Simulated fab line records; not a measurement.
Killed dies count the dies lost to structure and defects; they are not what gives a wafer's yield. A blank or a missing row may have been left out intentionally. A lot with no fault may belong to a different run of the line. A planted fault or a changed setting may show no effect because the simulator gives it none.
Which of the tools did it?    flow berkeley_cmos170    42 wafers from 14 lots sampled at 4 of the route's 331 steps

WHAT THE GAUGES READ, wafer by wafer
UCB170_SPACER_THK_MEAS_01.
lot   measured      on             SPACER_TEOS_THK (nm)
L641  day 6 03:37   film_metro-01  370 370 378
L643  day 6 15:37   film_metro-04  373 373 382
L644  day 7 04:56   film_metro-01  376 370 380
L646  day 7 05:16   film_metro-04  367 368 377
L648  day 8 04:43   film_metro-03  374 374 376
L647  day 8 04:27   film_metro-04  369 377 377
L653  day 8 14:20   film_metro-01  370 378 381
L655  day 9 06:37   film_metro-04  375 373 381
L654  day 9 06:49   film_metro-01  377 376 383
L657  day 9 16:35   film_metro-03  371 380 375
L659  day 10 06:20  film_metro-03  368 375 376
L660  day 10 15:31  film_metro-04  378 383 386
L662  day 10 21:06  film_metro-01  378 380 379
L664  day 11 18:10  film_metro-04  376 376 379

UCB170_PSD_OVL_MEAS_07.
lot   measured      on          PSD_OVL (nm)
L641  day 6 13:35   overlay-01  1 -6 0
L643  day 6 20:41   overlay-01  -1 1 -8
L644  day 7 09:56   overlay-01  -7 -8 -8
L646  day 7 09:47   overlay-01  -11 -5 -3
L648  day 8 10:12   overlay-01  -8 -4 -1
L647  day 8 09:56   overlay-02  -8 0 0
L653  day 8 21:07   overlay-02  6 5 5
L655  day 9 14:20   overlay-02  9 -2 -2
L654  day 9 14:34   overlay-01  0 1 -3
L657  day 10 00:19  overlay-01  2 5 3
L659  day 10 13:34  overlay-01  -2 4 -2
L660  day 10 22:29  overlay-01  -9 -8 -1
L662  day 11 06:32  overlay-01  1 -3 1
L664  day 12 03:57  overlay-02  -9 6 5

UCB170_SDANNEAL_RS_MEAS_05: a four-point-probe measurement.
lot   measured      on             NLDD_RS (ohm/sq)
L641  day 6 16:50   film_metro-03  616.8 616.9 617.8
L643  day 7 02:17   film_metro-02  618.2 616.5 617.7
L644  day 7 14:25   film_metro-03  618.6 617.4 618.4
L646  day 7 14:01   film_metro-01  618.7 616.0 617.7
L648  day 8 14:11   film_metro-01  616.6 615.9 615.6
L647  day 8 13:58   film_metro-03  615.8 615.4 616.6
L653  day 9 00:42   film_metro-03  617.4 618.8 617.4
L655  day 9 19:23   film_metro-01  616.7 617.0 616.1
L654  day 9 19:12   film_metro-02  613.2 614.8 615.1
L657  day 10 04:44  film_metro-03  617.7 616.5 617.0
L659  day 10 17:31  film_metro-02  617.7 615.5 615.7
L660  day 11 01:58  film_metro-02  616.8 618.4 617.9
L662  day 11 10:14  film_metro-02  615.4 616.9 614.0
L664  day 12 10:21  film_metro-03  616.9 616.7 617.0

WHICH TOOL RAN EACH LOT (tool, then ch and the chambers of the sampled wafers, then the start)
lot   UCB170_GATE_COAT_07
L641  litho_track-02 ch 0, day 5 21:00
L643  litho_track-03 ch 0, day 6 10:00
L644  litho_track-02 ch 0, day 6 22:00
L646  litho_track-03 ch 0, day 6 22:00
L648  litho_track-01 ch 0, day 7 23:00
L647  litho_track-03 ch 0, day 7 23:00
L653  litho_track-03 ch 0, day 8 08:00
L655  litho_track-03 ch 0, day 9 00:00
L654  litho_track-02 ch 0, day 9 00:00
L657  litho_track-01 ch 0, day 9 11:00
L659  litho_track-01 ch 0, day 10 00:00
L660  litho_track-01 ch 0, day 10 09:00
L662  litho_track-02 ch 0, day 10 15:00
L664  litho_track-02 ch 0, day 11 11:00
- UCB170_GATE_COAT_07: resist thk 900 nm.

WHAT THE TOOLS THEMSELVES READ (means of the sampled wafers that have a number; where no wafer has one, the mark that the record gives instead)
UCB170_GATE_COAT_07.
lot   tool            resist_line_temp_C (C)  spin_speed_rpm (rpm)
L641  litho_track-02  22.96                   1500.8
L643  litho_track-03  23.02                   1500.4
L644  litho_track-02  23.10                   1499.8
L646  litho_track-03  22.96                   1499.9
L648  litho_track-01  22.87                   1500.2
L647  litho_track-03  23.01                   1499.9
L653  litho_track-03  23.02                   1556.5
L655  litho_track-03  22.85                   1556.9
L654  litho_track-02  22.80                   1499.7
L657  litho_track-01  23.11                   1499.8
L659  litho_track-01  23.05                   1500.4
L660  litho_track-01  23.04                   1500.2
L662  litho_track-02  22.85                   1501.4
L664  litho_track-02  22.98                   1500.3

THE ANSWER, worked out from the rows above alone
Rule: usual is defined by the lots themselves. The widest of any qualifying gaps counts: lots, ordered by their means at a reading, are off when they make up no more than a third of the lots, leave a main group of 4 or more, and stand apart from it by 3 or more times the standard deviation of that group's means. A main group whose means are all the same, to the digits that the tables above print for the reading, isn't used. A lot without any number at a reading at which 4 lots or more have one is off too. Any other lot the step has rows for is counted as sound. Order of review: gauges by route order, followed by the tools' own readings, for which a lot's mean as printed above is used. The first step at which some lot is off is used, and at that step the reading that is off furthest; a lot without a number counts as furthest.
Off: L653, L655 (UCB170_GATE_COAT_07, spin_speed_rpm). Mean 1500.2 rpm and standard deviation 0.47 in the main group.
A tool fits if, at that step or a process step before it, it ran every lot that is off, and no sound lot after the first of them. One fits: UCB170_GATE_COAT_07 on litho_track-03. Its last sound lot is L647 (day 7 23:00), its first lot that is off L653 (day 8 08:00): a fault that began between those two fits.
On the lots that are off, the tool's own readings at UCB170_GATE_COAT_07 differ by more than 5 times the standard deviation of the sound lots' means, which bears it out; spin_speed_rpm reads 1556.7 rpm there versus 1500.2 rpm on the sound lots.

WHAT THE SIMULATOR PUT IN
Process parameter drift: litho_track-03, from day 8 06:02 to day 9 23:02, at UCB170_GATE_COAT_07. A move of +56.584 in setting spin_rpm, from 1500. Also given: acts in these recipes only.
Lots struck among those shown: L653, L655. The rule above reached the same finding.
